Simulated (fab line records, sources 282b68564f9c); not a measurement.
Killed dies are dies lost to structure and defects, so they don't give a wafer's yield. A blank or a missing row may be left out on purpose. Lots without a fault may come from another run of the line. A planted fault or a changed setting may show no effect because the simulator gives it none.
fab line records | flow rit_cmos
record lots=12 wafers=34 last_day=7
route steps=202 shown NLDD@109 NSD@141 SDANNEAL@156 CONTACT@179 M1@202
lots that met no fault: from a run of the same line without faults
start_h: hours from the record's first day to the start of the lot's first wafer shown | wait_h: hours since the lot's step before | " the same as in the row above | L1.1+2: a row that stands for several wafers | - no value, or no start given | * or withheld: withheld | < > ~ a bound
route shown NAME@n: a module of which the file shows steps, and the number in the route of the first | usual: mean/standard deviation of fault-free wafers | same: alike in all rows | chamber/n: place in a boat | sites: the reading at each site | _std_site: their standard deviation | _edge_site: outer sites' mean less inner sites' | radius_mm: how far each site lies from the wafer's centre | mask NAME#n: copy n | behind: the tool/chamber that last shaped the wafer | hold: why the lot was held/for how many hours/how that ended | device: the transistor (n, p or np) that didn't switch | end of line: the same wafers' tests at the end of the route | a step without rows: its recipe alone | killed: dies lost to structure and defects at the first sort, not the wafer's yield | map: a wafer's dies, x killed, . not, _ none there
set.NAME: the setting as run; set.NAME@STEP: as run at that earlier step | model.NAME: the simulator's own value behind a step, which no gauge read
steps of the route over a sample of lots; a table a step, a row a wafer
services: from which hour (start_h, from the record's first day; less than 0 if before it) a tool's chamber was out of use, for how many hours, and why
## steps
# step RIT_NLDD_OVL_MEAS_06
# usual NLDD_OVL=0.5/1.5
# columns lot.wafer tool chamber start_h wait_h NLDD_OVL[nm]
L505.4 overlay-02 - 51.97 - -1.3
L505.5 " - " " 0.2
L505.6 " - " " -1.8
L506.2 overlay-01 - 55.27 - -0.3
L506.5 " - " " -2.6
L506.6 " - " " 0.3
L507.1 overlay-01 - 62.54 - -1.3
L507.5 " - " " -0.9
L507.6 " - " " -0.2
L509.2 overlay-01 - 66.96 - -0.4
L509.4 " - " " 0.6
L509.5 " - " " 1.1
L508.2 overlay-02 - 67.20 - -0.4
L508.4 " - " " 0.7
L508.6 " - " " 0.8
L513.6 overlay-02 - 89.17 - 2.8
L515.1 overlay-02 - 99.14 - 0.0
L515.2 " - " " -0.3
L515.4 " - " " 0.0
L518.2 overlay-02 - 115.52 - 0.6
L518.3 " - " " -0.2
L518.5 " - " " 1.3
L519.1 overlay-01 - 121.99 - -3.2
L519.5 " - " " -1.9
L519.6 " - " " -3.4
L522.2 overlay-02 - 135.64 - 0.7
L522.3 " - " " 0.9
L522.5 " - " " 1.0
L525.2 overlay-02 - 147.75 - 4.0
L525.4 " - " " 4.0
L525.6 " - " " 2.7
L528.2 overlay-02 - 162.13 - 0.8
L528.3 " - " " -0.3
L528.4 " - " " -0.6
# step RIT_NSD_TW_MEAS_10
# usual NSD_TW=3140/18
# columns lot.wafer tool chamber start_h wait_h NSD_TW
L505.4 film_metro-03 - 58.92 0.1 3165
L505.5 " - " " 3138
L505.6 " - " " 3172
L506.2 film_metro-03 - 62.03 0.1 3154
L506.5 " - " " 3165
L506.6 " - " " 3147
L507.1 film_metro-04 - 69.00 0.1 3143
L507.5 " - " " 3133
L507.6 " - " " 3122
L509.2 film_metro-03 - 73.08 0.1 3167
L509.4 " - " " 3169
L509.5 " - " " 3156
L508.2 film_metro-04 - 73.37 0.1 3155
L508.4 " - " " 3136
L508.6 " - " " 3154
L513.6 film_metro-02 - 95.53 0.1 3135
L515.1 film_metro-02 - 105.05 0.1 3114
L515.2 " - " " 3123
L515.4 " - " " 3132
L518.2 film_metro-04 - 121.56 0.1 3141
L518.3 " - " " 3140
L518.5 " - " " 3133
L519.1 film_metro-03 - 129.09 0.1 3158
L519.5 " - " " 3135
L519.6 " - " " 3118
L522.2 film_metro-02 - 141.69 0.1 3128
L522.3 " - " " 3109
L522.5 " - " " 3124
L525.2 film_metro-03 - 153.74 0.1 3143
L525.4 " - " " 3152
L525.6 " - " " 3164
L528.2 film_metro-03 - 168.23 0.1 3161
L528.3 " - " " 3143
L528.4 " - " " 3163
# step RIT_SDANNEAL_RTA_03
# recipe temp_c=1050 time_s=5 idle_temp_c=600 ramp_up_c_per_s=342 ramp_down_c_per_s=171 cool_to_c=600 ambient=N2
# usual anneal_temp_c_max=1055.8/1.1 wafer_temp_C_max=1053.4/1.1
# columns lot.wafer tool chamber start_h wait_h anneal_temp_c_max wafer_temp_C_max
L505.4 rtp_anneal-02 0 60.77 0.0 1056.1 1053.3
L505.5 " 0 " " 1055.0 1053.4
L505.6 " 0 " " 1055.9 1052.5
L506.2 rtp_anneal-02 0 64.01 0.0 1055.4 1052.8
L506.5 " 0 " " 1056.2 1054.9
L506.6 " 0 " " 1055.6 1053.8
L507.1 rtp_anneal-01 0 70.85 0.0 1055.4 1053.5
L507.5 " 0 " " 1054.2 1052.4
L507.6 " 0 " " 1055.9 1056.2
L509.2 rtp_anneal-02 0 75.07 0.0 1059.0 1053.3
L509.4 " 0 " " 1054.2 1054.1
L509.5 " 0 " " 1054.6 1053.9
L508.2 rtp_anneal-01 0 75.36 0.0 1057.0 1053.8
L508.4 " 0 " " 1055.9 1052.3
L508.6 " 0 " " 1053.4 1053.6
L513.6 rtp_anneal-01 0 97.50 0.0 1055.6 1054.2
L515.1 rtp_anneal-01 0 106.90 0.0 1056.1 1051.5
L515.2 " 0 " " 1054.8 1054.6
L515.4 " 0 " " 1055.2 1053.1
L518.2 rtp_anneal-02 0 123.41 0.0 1054.9 1051.7
L518.3 " 0 " " 1056.6 1053.6
L518.5 " 0 " " 1056.1 1052.8
L519.1 rtp_anneal-02 0 131.30 0.0 1056.3 1052.3
L519.5 " 0 " " 1057.2 1052.5
L519.6 " 0 " " 1055.1 1054.1
L522.2 rtp_anneal-02 0 143.81 0.0 1056.1 1054.2
L522.3 " 0 " " 1055.1 1054.1
L522.5 " 0 " " 1055.8 1052.4
L525.2 rtp_anneal-02 0 155.71 0.0 1054.9 1053.4
L525.4 " 0 " " 1054.3 1053.2
L525.6 " 0 " " 1054.5 1051.6
L528.2 rtp_anneal-01 0 170.08 0.0 1057.4 1053.5
L528.3 " 0 " " 1054.8 1053.8
L528.4 " 0 " " 1055.4 1053.4
# step RIT_CONTACT_ETCH_11
# recipe target_depth_a=4800 over_etch_frac=0.2 stop_on=TiSi2 chemistry=CHF3/CF4/Ar target=SiO2 CHF3_flow_sccm=50 cf4_flow_sccm=10 Ar_flow_sccm=100 O2_flow_sccm=5 pressure_mtorr=100 rf_w=200 time_s=320
# usual drypump_motor_current_A=5.9/0.53 oes_product_au=0.990/0.016 run_length_s=348.4/0.49 throttle_valve_pct=8.81/0.15
# same over_etch_frac=0.2
# columns lot.wafer tool chamber start_h wait_h drypump_motor_current_A oes_product_au rf_hours_counter_h run_length_s throttle_valve_pct
L505.4 rie_diel-03 0 63.28 0.1 6.7 1.009 - 348.9 8.72
L505.5 " 1 " " 6.0 0.989 - 347.9 8.66
L505.6 " 3 " " 6.3 0.996 - 348.2 9.03
L506.2 rie_diel-01 2 66.56 0.1 6.4 0.984 44 348.5 8.66
L506.5 " 2 " " 6.4 0.978 - 348.9 8.70
L506.6 " 1 " " 5.4 0.988 - 347.4 8.61
L507.1 rie_diel-04 1 73.42 0.1 5.5 1.010 133 347.8 8.88
L507.5 " 2 " " 4.8 0.991 - 349.0 8.92
L507.6 " 3 " " 5.9 0.971 - 348.8 8.96
L509.2 rie_diel-01 1 77.63 0.1 5.4 0.976 10 347.7 8.60
L509.4 " 2 " " 6.3 0.983 45 348.5 8.69
L509.5 " 0 " " 5.8 0.968 - 349.1 8.93
L508.2 rie_diel-04 2 77.91 0.1 4.8 0.980 80 349.0 8.92
L508.4 " 1 " " 5.5 1.010 133 347.9 8.86
L508.6 " 0 " " 4.8 1.011 - 347.9 9.11
L513.6 rie_diel-01 3 99.99 0.1 6.4 1.001 - 406.2 8.93
L515.1 rie_diel-01 1 109.50 0.1 5.4 0.990 11 347.8 8.61
L515.2 " 3 " " 6.4 1.010 131 406.2 8.94
L515.4 " 0 " " 5.8 0.963 46 348.6 8.92
L518.2 rie_diel-03 1 125.96 0.1 6.1 0.978 4 347.9 8.64
L518.3 " 2 " " 5.9 1.000 1 348.8 8.80
L518.5 " 1 " " 6.1 0.984 - 348.3 8.65
L519.1 rie_diel-03 1 133.87 0.1 6.0 0.975 5 347.7 8.64
L519.5 " 3 " " 6.3 0.999 - 348.2 9.03
L519.6 " 0 " " 6.7 1.001 - 348.6 8.71
L522.2 rie_diel-03 2 146.37 0.1 5.8 1.003 1 348.6 8.80
L522.3 " 0 " " 6.7 1.008 30 348.3 8.72
L522.5 " 1 " " 6.1 0.986 - 347.8 8.65
L525.2 rie_diel-04 1 158.14 0.1 5.4 1.014 134 347.9 8.88
L525.4 " 2 " " 4.8 0.988 81 348.6 8.91
L525.6 " 2 " " 4.8 0.982 - 348.8 8.92
L528.2 rie_diel-03 0 172.68 0.1 6.7 1.001 31 348.7 8.71
L528.3 " 2 " " 5.9 1.000 1 348.9 8.83
L528.4 " 1 " " 6.1 0.985 5 348.3 8.64
# step RIT_M1_PROBE_99
# usual killed_at_contacts=0.0/0.22 killed_at_front_end=6.5/2.8 killed_dies=6.5/2.8 killed_on_rim=1.7/1.3 killed_open=3.2/1.8 killed_short=3.3/2
# same gross_dies=264 killed_at_M0_to_M3=0 killed_at_M4_up=0 killed_at_back_side=0 killed_at_other=0
# columns lot.wafer tool chamber start_h wait_h killed_at_contacts killed_at_front_end killed_dies killed_on_rim killed_open killed_short
L505.4 prober-01 - 68.54 0.2 0 7 7 1 4 2
L505.5 prober-01 - 68.59 0.2 0 5 5 2 4 1
L505.6 prober-01 - 68.64 0.2 0 5 5 2 3 1
L506.2 prober-02 - 71.76 0.1 0 5 5 1 0 5
L506.5 prober-02 - 71.91 0.2 0 4 4 1 1 3
L506.6 prober-02 - 71.96 0.2 0 6 6 3 1 5
L507.1 prober-01 - 78.41 0.1 0 7 7 3 5 2
L507.5 prober-01 - 78.61 0.2 0 4 4 1 2 2
L507.6 prober-01 - 78.66 0.2 0 8 8 1 4 4
L509.2 prober-02 - 83.11 0.1 0 3 3 0 1 2
L509.4 prober-02 - 83.21 0.2 0 9 9 1 4 5
L509.5 prober-02 - 83.26 0.2 0 7 7 0 4 3
L508.2 prober-01 - 84.61 0.1 0 6 6 2 2 4
L508.4 prober-01 - 84.71 0.2 0 4 4 1 4 0
L508.6 prober-01 - 84.81 0.2 0 8 8 0 5 3
L513.6 prober-01 - 105.00 0.2 0 5 5 0 3 2
L515.1 prober-01 - 114.35 0.1 0 3 3 2 3 0
L515.2 prober-01 - 114.40 0.1 0 6 6 3 4 2
L515.4 prober-01 - 114.50 0.2 1 7 8 3 4 4
L518.2 prober-02 - 131.11 0.1 0 9 9 2 4 5
L518.3 prober-02 - 131.16 0.2 0 2 2 0 2 0
L518.5 prober-02 - 131.26 0.2 0 4 4 0 1 3
L519.1 prober-02 - 139.63 0.1 0 11 11 4 7 4
L519.5 prober-02 - 139.83 0.2 0 4 4 0 1 3
L519.6 prober-02 - 139.88 0.2 0 7 7 0 4 3
L522.2 prober-02 - 151.64 0.1 0 8 8 1 4 4
L522.3 prober-02 - 151.69 0.2 0 6 6 2 5 1
L522.5 prober-02 - 151.79 0.2 0 7 7 2 3 4
L525.2 prober-01 - 163.15 0.1 1 12 13 2 7 6
L525.4 prober-01 - 163.25 0.2 0 4 4 2 1 3
L525.6 prober-01 - 163.35 0.2 0 4 4 0 2 2
L528.2 prober-02 - 177.58 0.1 0 9 9 2 4 5
L528.3 prober-02 - 177.63 0.2 0 0 0 0 0 0
L528.4 prober-02 - 177.68 0.2 0 8 8 0 2 6
# killed by level:class
L505.4 FOX1:geometric_particle:open=1 FOX2:geometric_particle:open=1 GATE:geometric_particle:open=1 REOX:geometric_particle:short=1 SPACER:geometric_particle:open=1 SPACER:geometric_particle:short=1 PLDD:coat_microbubble_printed=1
L505.5 GATE:geometric_particle:open=2 FOX2:geometric_particle:open=1 REOX:geometric_particle:open=1 SILICIDE:geometric_particle:short=1
L505.6 FOX2:geometric_particle:open=1 GATE:geometric_particle:short=1 GATE:geometric_particle:open=1 SPACER:geometric_particle:open=1 PLDD:coat_microbubble_printed=1
L506.2 GATE:geometric_particle:short=4 SILICIDE:geometric_particle:short=1
L506.5 GATE:geometric_particle:short=2 FOX1:geometric_particle:short=1 SPACER:geometric_particle:open=1
L506.6 SPACER:geometric_particle:short=2 FOX1:geometric_particle:short=1 GATE:geometric_particle:short=1 GATE:geometric_particle:open=1 REOX:geometric_particle:short=1
L507.1 GATE:geometric_particle:open=3 FOX1:geometric_particle:short=1 REOX:geometric_particle:short=1 SPACER:geometric_particle:open=1 SILICIDE:geometric_particle:open=1
L507.5 FOX1:geometric_particle:short=2 GATE:geometric_particle:open=1 SILICIDE:geometric_particle:open=1
L507.6 GATE:geometric_particle:short=2 ACTIVE:geometric_particle:open=1 FOX1:geometric_particle:open=1 GATE:geometric_particle:open=1 REOX:geometric_particle:short=1 SILICIDE:geometric_particle:short=1 SILICIDE:geometric_particle:open=1
L509.2 FOX2:geometric_particle:short=1 GATE:geometric_particle:short=1 GATE:geometric_particle:open=1
L509.4 FOX1:geometric_particle:open=2 REOX:geometric_particle:short=2 FOX2:geometric_particle:short=1 GATE:geometric_particle:short=1 GATE:geometric_particle:open=1 SILICIDE:geometric_particle:short=1 SILICIDE:geometric_particle:open=1
L509.5 GATE:geometric_particle:open=3 GATE:geometric_particle:short=2 FOX2:geometric_particle:short=1 SPACER:geometric_particle:open=1
L508.2 FOX2:geometric_particle:open=2 REOX:geometric_particle:short=2 GATE:geometric_particle:short=1 SILICIDE:geometric_particle:short=1
L508.4 REOX:geometric_particle:open=2 SPACER:geometric_particle:open=2
L508.6 SPACER:geometric_particle:open=2 FOX1:geometric_particle:short=1 FOX2:geometric_particle:open=1 GATE:geometric_particle:open=1 GATE:geometric_particle:short=1 SILICIDE:geometric_particle:open=1 SILICIDE:geometric_particle:short=1
L513.6 GATE:geometric_particle:short=2 FOX1:geometric_particle:open=1 GATE:geometric_particle:open=1 REOX:geometric_particle:open=1
L515.1 FOX1:geometric_particle:open=1 GATE:geometric_particle:open=1 REOX:geometric_particle:open=1
L515.2 SPACER:geometric_particle:open=2 GATE:geometric_particle:short=1 GATE:geometric_particle:open=1 REOX:geometric_particle:short=1 REOX:geometric_particle:open=1
L515.4 REOX:geometric_particle:open=2 FOX1:geometric_particle:open=1 FOX1:geometric_particle:short=1 GATE:geometric_particle:open=1 REOX:geometric_particle:short=1 SPACER:geometric_particle:short=1 CONTACT:geometric_particle:short=1
L518.2 FOX1:geometric_particle:open=3 FOX1:geometric_particle:short=3 GATE:geometric_particle:open=1 GATE:geometric_particle:short=1 SILICIDE:geometric_particle:short=1
L518.3 GATE:geometric_particle:open=1 REOX:geometric_particle:open=1
L518.5 FOX1:geometric_particle:short=2 GATE:geometric_particle:short=1 SILICIDE:geometric_particle:open=1
L519.1 GATE:geometric_particle:open=2 REOX:geometric_particle:open=2 SPACER:geometric_particle:open=2 SPACER:geometric_particle:short=2 FOX1:geometric_particle:short=1 GATE:geometric_particle:short=1 SILICIDE:geometric_particle:open=1
L519.5 FOX1:geometric_particle:short=1 FOX2:geometric_particle:short=1 REOX:geometric_particle:short=1 SILICIDE:geometric_particle:open=1
L519.6 GATE:geometric_particle:short=2 SPACER:geometric_particle:open=2 GATE:geometric_particle:open=1 REOX:geometric_particle:short=1 SILICIDE:geometric_particle:open=1
L522.2 GATE:geometric_particle:open=4 GATE:geometric_particle:short=2 SPACER:geometric_particle:short=1 SILICIDE:geometric_particle:short=1
L522.3 GATE:geometric_particle:open=3 REOX:geometric_particle:open=2 REOX:geometric_particle:short=1
L522.5 REOX:geometric_particle:short=3 GATE:geometric_particle:open=2 FOX1:geometric_particle:short=1 FOX2:geometric_particle:open=1
L525.2 GATE:geometric_particle:short=3 REOX:geometric_particle:open=3 FOX2:geometric_particle:short=2 GATE:geometric_particle:open=2 FOX1:geometric_particle:open=1 FOX2:geometric_particle:open=1 CONTACT:geometric_particle:short=1
L525.4 SPACER:geometric_particle:short=2 REOX:geometric_particle:open=1 REOX:geometric_particle:short=1
L525.6 FOX2:geometric_particle:open=1 GATE:geometric_particle:open=1 REOX:geometric_particle:short=1 SPACER:geometric_particle:short=1
L528.2 GATE:geometric_particle:short=4 SILICIDE:geometric_particle:open=2 GATE:geometric_particle:open=1 REOX:geometric_particle:open=1 SPACER:geometric_particle:short=1
L528.4 GATE:geometric_particle:short=2 REOX:geometric_particle:short=2 FOX2:geometric_particle:short=1 FOX2:geometric_particle:open=1 REOX:geometric_particle:open=1 SPACER:geometric_particle:short=1
## services
# columns tool chamber start_h hours kind
rie_diel-01 0 41.83 7.8 repair
rie_diel-03 0 45.35 6.7 repair
rie_diel-04 2 48.29 8.3 repair
rie_diel-03 2 61.42 4.9 repair
rtp_anneal-01 - 63.63 1.9 pm
rie_diel-03 2 66.33 - clean
rie_diel-03 2 66.33 14.6 scheduled_down
rie_diel-03 2 66.33 14.6 vent_cycle
rie_diel-01 - 71.71 2.8 pm
rie_diel-03 3 84.93 2.0 repair
rie_diel-04 1 97.78 4.3 repair
rie_diel-04 - 113.32 0.3 repair
rie_diel-03 2 118.76 4.0 repair
rtp_anneal-01 - 142.08 4.0 pm
rie_diel-01 2 144.27 6.5 repair
rie_diel-04 - 166.15 0.5 repair
## key
first_sign step=RIT_CONTACT_ETCH_11 reading=run_length_s direction=up sigmas=99+ usual=* struck=*
effect none on later readings
met_at RIT_CONTACT_ETCH_11
struck_lots L513,L515
struck_wafers L513.6,L515.2
tester_left_out L513,L515
not_acting_at RIT_NLDD_OVL_MEAS_06,RIT_NSD_TW_MEAS_10,RIT_SDANNEAL_RTA_03
earlier_fault kind=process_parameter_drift tool=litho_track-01 chamber=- onset_h=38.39 steps=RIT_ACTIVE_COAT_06 channel=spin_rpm offset=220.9 shape=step end_h=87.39 acts_in=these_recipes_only stated=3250
fault kind=process_parameter_drift tool=rie_diel-01 chamber=3 onset_h=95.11 steps=RIT_CONTACT_ETCH_11 channel=time_s offset=* shape=step acts_in=* stated=*
# tester_left_out: of these lots the tester's yield and bins aren't shown, on N5 and GAA mostly nor the transistor test; their killed dies are dies lost to structure and defects alone, not to doping, threshold or leakage, so they don't give the yield
